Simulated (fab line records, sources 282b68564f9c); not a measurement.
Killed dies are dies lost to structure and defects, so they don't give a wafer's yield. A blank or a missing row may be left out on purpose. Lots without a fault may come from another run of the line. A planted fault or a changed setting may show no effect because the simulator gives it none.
Which tool did it? | flow rit_cmos | 7 lots, 21 wafers sampled, at 1 step of a route of 202

WHAT THE GAUGES READ, wafer by wafer
RIT_NLDD_OVL_MEAS_06.
lot  | measured    | on         | NLDD_OVL (nm)
L468 | day 3 07:49 | overlay-02 | 0.3 1.6 0.3
L472 | day 4 00:04 | overlay-02 | -2.3 -2.0 -0.9
L474 | day 4 11:08 | overlay-02 | -0.5 -1.4 1.0
L476 | day 4 20:05 | overlay-02 | 1.6 1.1 1.7
L484 | day 6 16:35 | overlay-02 | -0.1 -1.1 -0.5
L487 | day 7 03:19 | overlay-02 | 1.5 1.4 1.5
L489 | day 7 13:33 | overlay-02 | -1.0 0.5 0.3

WHICH TOOL RAN EACH LOT (tool, then ch and the chambers of the sampled wafers, then the start)
The record holds no process step before these readings.

THE ANSWER, worked out from the rows above alone
Rule: what is usual is taken from the lots themselves. Put in order of their means at a reading, lots are off if they are a third of the lots or fewer, leave a main group of 4 or more, and stand apart from it by a gap of 3 or more times the standard deviation of the main group's means; of several such gaps the widest counts. A main group whose means are all the same, to the digits that the tables above print for the reading, isn't used. A lot without any number at a reading at which 4 lots or more have one is off too. The other lots that the step has rows for count as sound.
No lot is off at any reading shown: from this, nothing can be told.

WHAT THE SIMULATOR HAD PUT IN
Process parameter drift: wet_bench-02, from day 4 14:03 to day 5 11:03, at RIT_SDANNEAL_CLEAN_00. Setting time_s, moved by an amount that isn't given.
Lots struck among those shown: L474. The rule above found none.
